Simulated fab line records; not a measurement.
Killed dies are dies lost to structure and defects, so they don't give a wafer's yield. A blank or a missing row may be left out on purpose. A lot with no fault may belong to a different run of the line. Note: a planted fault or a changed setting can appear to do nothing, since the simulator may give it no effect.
fab line records    flow berkeley_cmos170
record: lots: 7  wafers: 21  last_day: 12
route steps=331 shown M2@277
lots that met no fault: from a run of the same line without faults
start_h: hours from the record's first day to the start of the lot's first wafer shown    wait_h: hours from the lot's prior step to this one    " unchanged from the row above    L1.1+2: one row covering several wafers at once    - no value, or no start given    * or withheld: withheld    < > ~ a bound
route shown NAME@n: names a module that has steps shown in the file, with the first one's number in the route    usual: mean/standard deviation of fault-free wafers    same: alike in all rows    chamber/n: place in a boat    sites: per-site readings    _std_site: how widely they spread, as a standard deviation    _edge_site: inner sites' mean taken away from outer sites' mean    radius_mm: for every site, how far away it sits from the centre of the wafer    mask NAME#n: copy n    behind: the most recent tool/chamber to have shaped the wafer    hold: the reason the lot was held/the length of the hold in hours/how it ended    device: the n, p or np transistor that did not switch    end of line: the route-end tests of the same wafers    where a step has no rows: the recipe by itself    killed: dies lost to structure and defects at the first sort, not the wafer's yield    map: shows each die of a wafer: x if killed, . if not, _ if none is there
set.NAME: the run value of the setting; set.NAME@STEP: its run value at that earlier step    model.NAME: the simulator's own value behind a step, which no gauge read
lots seen at some steps along the route; tables by step, rows by wafer
services: a tool's chamber out of use, with start hour (start_h, from the record's first day; less than 0 if before it), hours out, and reason
== steps ==
step: UCB170_M2_SOFTBAKE_06
recipe: resist: KrF  temp_c: 130  time_s: 60
step: UCB170_M2_STRIP_07
recipe: chemistry: O2  power_w: 400  pressure_mtorr: 3500  platen_temp_c: withheld  o2_flow_sccm: 400  overash_fraction: 0.5
usual: drypump_motor_current_A: 5.6/0.64  oes_product_au: 0.734/0.0045  strip_time_to_endpoint_s: 21.96/0.06
lot.wafer  tool             chamber  start_h  wait_h  drypump_motor_current_A  oes_product_au  rf_hours_counter_h  strip_time_to_endpoint_s
L727.1     plasma_asher-04  1        217.09   0.1     5.4                      0.737           51                  22.00
L727.2     "                0        "        "       5.0                      0.728           51                  21.94
L727.4     "                1        "        "       5.4                      0.729           -                   21.91
L731.3     plasma_asher-03  1        246.87   0.1     6.2                      0.740           -                   21.97
L731.5     "                1        "        "       6.2                      0.735           -                   21.98
L731.6     "                0        "        "       6.2                      0.733           -                   21.91
L733.1     plasma_asher-02  0        247.07   0.1     6.5                      0.727           54                  21.93
L733.2     "                1        "        "       4.7                      0.731           54                  21.95
L733.4     "                0        "        "       6.5                      0.729           -                   21.94
L732.2     plasma_asher-03  1        247.32   0.1     6.1                      0.733           15                  21.91
L732.3     "                0        "        "       6.2                      0.732           -                   21.88
L732.5     "                1        "        "       6.1                      0.739           -                   21.86
L738.3     plasma_asher-02  0        264.69   0.1     6.5                      0.738           -                   21.92
L738.4     "                1        "        "       4.7                      0.731           -                   21.98
L738.5     "                0        "        "       6.5                      0.729           -                   22.00
L739.1     plasma_asher-03  1        269.99   0.1     6.1                      0.729           18                  21.91
L739.5     "                0        "        "       6.2                      0.736           -                   21.86
L739.6     "                1        "        "       6.1                      0.735           -                   21.89
L740.3     plasma_asher-04  1        273.71   0.1     5.5                      0.741           -                   21.96
L740.4     "                0        "        "       5.0                      0.734           -                   21.98
L740.6     "                1        "        "       5.4                      0.742           -                   22.02
step: UCB170_M2_STRIP_08
recipe: chemistry: DMSO  temp_c: 80  time_s: 600  material: KrF
step: UCB170_M2_COAT_09
recipe: resist: BARC  temp_c: withheld  time_s: withheld  spin_rpm: 3000  resist_thk_nm: withheld
step: UCB170_M2_COAT_10
recipe: resist: KrF  spin_rpm: 1500  resist_thk_nm: 900
step: UCB170_M2_SOFTBAKE_11
recipe: resist: KrF  temp_c: 130  time_s: 60
step: UCB170_M2_EXPOSE_12
recipe: mask_id: METAL2  target_cd_nm: 700  na: 0.5  sigma_outer: 0.6  source_shape: conventional  dose_mj: 26
step: UCB170_M2_PEB_13
recipe: peb_temp_c: 130  peb_time_s: withheld  resist: KrF
step: UCB170_M2_DEVELOP_14
recipe: developer: TMAH  develop_time_s: 45  resist: KrF  dev_temp_c: 21
step: UCB170_M2_CD_MEAS_15
recipe: target_cd_nm: 700
usual: cd_nm: 700.4/1.4
lot.wafer  tool       chamber  start_h  wait_h  cd_nm
L727.1     cd_sem-02  -        218.28   -       702.4
L727.2     "          -        "        "       702.2
L727.4     "          -        "        "       700.9
L731.3     cd_sem-02  -        248.17   -       702.8
L731.5     "          -        "        "       701.0
L731.6     "          -        "        "       700.7
L733.1     cd_sem-01  -        248.24   -       698.7
L733.2     "          -        "        "       698.2
L733.4     "          -        "        "       699.2
L732.2     cd_sem-01  -        251.08   -       700.0
L732.3     "          -        "        "       699.8
L732.5     "          -        "        "       699.5
L738.3     cd_sem-01  -        267.15   -       699.7
L738.4     "          -        "        "       697.6
L738.5     "          -        "        "       699.6
L739.1     cd_sem-01  -        272.95   -       702.1
L739.5     "          -        "        "       702.7
L739.6     "          -        "        "       703.9
L740.3     cd_sem-02  -        275.62   -       700.3
L740.4     "          -        "        "       701.0
L740.6     "          -        "        "       700.7
step: UCB170_M2_OVL_MEAS_16
usual: M2_OVL: -3/5.3
lot.wafer  tool        chamber  start_h  wait_h  M2_OVL[nm]
L727.1     overlay-01  -        218.40   0.1     -2
L727.2     "           -        "        "       -6
L727.4     "           -        "        "       -9
L731.3     overlay-01  -        248.26   0.1     1
L731.5     "           -        "        "       -1
L731.6     "           -        "        "       3
L733.1     overlay-01  -        248.36   0.1     0
L733.2     "           -        "        "       -8
L733.4     "           -        "        "       -5
L732.2     overlay-01  -        251.18   0.1     -4
L732.3     "           -        "        "       -3
L732.5     "           -        "        "       -9
L738.3     overlay-02  -        267.24   0.1     -1
L738.4     "           -        "        "       -4
L738.5     "           -        "        "       -7
L739.1     overlay-02  -        273.07   0.1     -4
L739.5     "           -        "        "       0
L739.6     "           -        "        "       13
L740.3     overlay-02  -        275.71   0.1     0
L740.4     "           -        "        "       -5
L740.6     "           -        "        "       -9
step: UCB170_M2_ETCH_17
recipe: chemistry: N2/H2  target_depth_a: withheld  overetch_a: withheld  target: BARC  time_s: withheld  source_w: 500  bias_w: 100  pressure_mtorr: 30  n2_flow_sccm: 100  h2_flow_sccm: 200
usual: bias_w: 100.0/0.3  chamber_pressure_mTorr: 29.998/0.028  drypump_motor_current_A: 5.6/0.4  oes_product_au: 1.009/0.021  throttle_valve_pct: 13.25/0.17
lot.wafer  tool         chamber  start_h  wait_h  bias_w  chamber_pressure_mTorr  drypump_motor_current_A  oes_product_au  throttle_valve_pct
L727.1     rie_diel-03  0        218.44   0.0     100.0   30.000                  5.8                      1.021           13.37
L727.2     "            2        "        "       100.1   30.018                  5.0                      1.026           13.48
L727.4     "            3        "        "       100.3   29.969                  6.4                      0.983           13.00
L731.3     rie_diel-03  1        248.28   0.0     99.8    30.020                  5.7                      1.007           13.17
L731.5     "            1        "        "       100.1   29.995                  5.7                      1.004           13.19
L731.6     "            0        "        "       100.0   30.022                  5.8                      1.025           13.37
L733.1     rie_diel-01  2        248.40   0.0     99.9    29.981                  5.8                      1.009           13.47
L733.2     "            1        "        "       99.9    30.011                  5.7                      1.023           13.02
L733.4     "            3        "        "       99.9    29.982                  5.3                      1.010           13.29
L732.2     rie_diel-01  3        251.21   0.0     99.9    30.051                  5.3                      1.027           13.29
L732.3     "            0        "        "       100.0   30.016                  5.2                      1.025           13.25
L732.5     "            3        "        "       99.8    30.023                  5.3                      1.032           13.29
L738.3     rie_diel-03  1        267.26   0.0     100.2   29.987                  5.7                      1.016           13.16
L738.4     "            0        "        "       100.8   30.007                  5.8                      1.006           13.38
L738.5     "            0        "        "       100.0   29.953                  5.8                      1.016           13.36
L739.1     rie_diel-01  1        273.11   0.0     99.5    29.987                  5.7                      1.014           13.03
L739.5     "            1        "        "       99.6    30.014                  5.7                      1.023           13.01
L739.6     "            0        "        "       99.8    30.005                  5.2                      1.014           13.27
L740.3     rie_diel-01  2        275.73   0.0     100.0   29.981                  5.8                      1.008           13.45
L740.4     "            3        "        "       99.5    30.026                  5.3                      1.026           13.30
L740.6     "            2        "        "       99.9    29.973                  5.8                      1.001           13.43
step: UCB170_M2_METAL_ETCH_18
recipe: chemistry: Cl2/BCl3  target: Al  stop_on: SiO2  pressure_mtorr: 12  target_depth_a: 11700  over_etch_frac: 0.3  time_s: 195  icp_w: 600  bias_w: 120  Cl2_flow_sccm: 90  bcl3_flow_sccm: 45
usual: bcl3_flow_sccm: 44.98/0.13  bias_w: 120.0/0.37  drypump_motor_current_A: 5.8/0.34  oes_product_au: 0.855/0.01  throttle_valve_pct: 24.6/0.3
lot.wafer  tool          chamber  start_h  wait_h  bcl3_flow_sccm  bias_w  drypump_motor_current_A  oes_product_au  rf_hours_counter_h  throttle_valve_pct  model.KrF_of_M2_COAT_10.thk_nm  model.SiO2_of_V1_CVD_00.thk_nm
L727.1     rie_metal-01  1        218.48   -       44.97           120.5   6.3                      0.852           1                   23.9                183                             935.4
L727.2     "             0        "        "       45.02           120.5   5.6                      0.850           1                   25.0                184.3                           935.5
L727.4     "             0        "        "       45.01           120.4   5.6                      0.851           -                   24.9                181.8                           936.8
L731.3     rie_metal-03  1        248.39   -       -               -       -                        -               -                   -                   886.4                           995.3
L731.5     "             0        "        "       -               -       -                        -               -                   -                   887                             995.8
L731.6     "             1        "        "       -               -       -                        -               -                   -                   885.3                           994.1
L733.1     rie_metal-02  0        248.44   -       -               -       -                        -               -                   -                   884.5                           996
L733.2     "             1        "        "       -               -       -                        -               -                   -                   880.8                           994.6
L733.4     "             1        "        "       -               -       -                        -               -                   -                   879.8                           994.8
L732.2     rie_metal-03  1        251.25   -       -               -       -                        -               -                   -                   887.8                           995.1
L732.3     "             1        "        "       -               -       -                        -               -                   -                   884.5                           994.9
L732.5     "             1        "        "       -               -       -                        -               -                   -                   886                             996.2
L738.3     rie_metal-01  0        267.37   -       44.86           120.0   5.6                      0.848           -                   24.9                180.6                           936.8
L738.4     "             1        "        "       44.88           120.3   6.3                      0.862           -                   23.9                187.4                           934.4
L738.5     "             0        "        "       44.93           120.2   5.6                      0.850           -                   24.9                182.5                           936
L739.1     rie_metal-03  1        273.15   -       45.25           119.8   5.5                      0.844           9                   24.6                238.3                           940.7
L739.5     "             1        "        "       44.94           120.1   5.5                      0.839           -                   24.6                242.2                           943.8
L739.6     "             0        "        "       45.00           119.8   5.5                      0.864           -                   24.7                226.2                           940.1
L740.3     rie_metal-03  0        275.84   -       44.95           119.7   5.5                      0.862           -                   24.7                216.9                           938.8
L740.4     "             1        "        "       45.08           119.8   5.5                      0.839           -                   24.6                230.5                           939.4
L740.6     "             1        "        "       44.77           119.7   5.5                      0.836           -                   24.6                229.6                           939.8
step: UCB170_M2_STRIP_19
recipe: chemistry: O2  power_w: 400  pressure_mtorr: 3500  platen_temp_c: withheld  o2_flow_sccm: 400  overash_fraction: 0.5
usual: drypump_motor_current_A: 5.8/0.61  oes_product_au: 0.546/0.022
lot.wafer  tool             chamber  start_h  wait_h  drypump_motor_current_A  oes_product_au  rf_hours_counter_h
L727.1     plasma_asher-02  0        218.67   0.1     6.5                      0.511           50
L727.2     "                1        "        "       4.7                      0.513           50
L727.4     "                0        "        "       6.5                      0.505           -
L731.3     plasma_asher-02  0        248.54   0.1     6.4                      0.725           -
L731.5     "                1        "        "       4.7                      0.733           -
L731.6     "                0        "        "       6.4                      0.718           -
L733.1     plasma_asher-03  1        248.63   0.1     6.1                      0.725           15
L733.2     "                0        "        "       6.2                      0.713           15
L733.4     "                1        "        "       6.1                      0.723           -
L732.2     plasma_asher-04  0        251.44   0.1     5.0                      0.730           55
L732.3     "                0        "        "       5.0                      0.725           -
L732.5     "                0        "        "       5.0                      0.726           -
L738.3     plasma_asher-04  0        267.53   0.1     5.0                      0.510           -
L738.4     "                1        "        "       5.4                      0.520           -
L738.5     "                0        "        "       5.0                      0.511           -
L739.1     plasma_asher-03  1        273.34   0.1     6.1                      0.579           18
L739.5     "                1        "        "       6.1                      0.571           -
L739.6     "                0        "        "       6.2                      0.552           -
L740.3     plasma_asher-03  1        276.00   0.1     6.1                      0.548           -
L740.4     "                0        "        "       6.2                      0.559           -
L740.6     "                1        "        "       6.1                      0.566           -
step: UCB170_M2_CD_MEAS_90
recipe: target_cd_nm: 700
usual: cd_nm: 701/3.7
lot.wafer  tool       chamber  start_h  wait_h  cd_nm
L727.1     cd_sem-02  -        218.77   0.1     704
L727.2     "          -        "        "       702
L727.4     "          -        "        "       700
L731.3     cd_sem-02  -        248.65   0.1     -
L731.5     "          -        "        "       -
L731.6     "          -        "        "       -
L733.1     cd_sem-01  -        248.73   0.1     -
L733.2     "          -        "        "       -
L733.4     "          -        "        "       -
L732.2     cd_sem-02  -        251.56   0.1     -
L732.3     "          -        "        "       -
L732.5     "          -        "        "       -
L738.3     cd_sem-02  -        267.63   0.1     694
L738.4     "          -        "        "       697
L738.5     "          -        "        "       695
L739.1     cd_sem-02  -        273.44   0.1     702
L739.5     "          -        "        "       700
L739.6     "          -        "        "       704
L740.3     cd_sem-02  -        276.10   0.1     703
L740.4     "          -        "        "       702
L740.6     "          -        "        "       697
== services ==
tool             chamber  start_h  hours  kind
plasma_asher-02  -        195.31   7.5    repair
plasma_asher-03  -        195.47   2.8    pm
plasma_asher-02  -        200.49   1.3    repair
rie_diel-01      -        212.26   2.8    pm
rie_diel-01      -        224.99   0.1    repair
rie_metal-01     -        237.12   0.8    repair
rie_metal-02     -        239.27   1.4    pm
rie_metal-01     -        246.44   14.6   pm
rie_diel-03      0        251.64   5.7    repair
plasma_asher-03  -        269.03   0.7    repair
== key ==
first_sign: step: UCB170_M2_METAL_ETCH_18  reading: tool_record  direction: missing
effect: step: UCB170_M2_STRIP_19  reading: oes_product_au  direction: up  sigmas: 8.1  usual: 0.546  struck: 0.724
effect: step: UCB170_M2_CD_MEAS_90  reading: cd_nm  direction: missing
model_effect: step: UCB170_M2_METAL_ETCH_18  value: KrF_of_M2_COAT_10.thk_nm  without: 227.8  struck: 884.7
met_at UCB170_M2_METAL_ETCH_18
struck_wafers L731.3,L731.5,L731.6,L732.2,L732.3,L732.5,L733.1,L733.2,L733.4
later_rows_left_out L731.3,L731.5,L731.6,L732.2,L732.3,L732.5,L733.1,L733.2,L733.4
sort_left_out L731.3,L731.5,L731.6,L732.2,L732.3,L732.5,L733.1,L733.2,L733.4
fault: kind: skipped_step_whole  tool: rie_metal-02,rie_metal-03  chamber: -  onset_h: 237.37  steps: UCB170_M2_METAL_ETCH_18  scope: struck_lots_only
sort_left_out: the simulated sort isn't trusted on such a fault, so these wafers' sort isn't shown, and their yield isn't known
later_rows_left_out: the simulator's readings of these wafers behind a module that went badly wrong aren't trusted and aren't shown, but for the sort
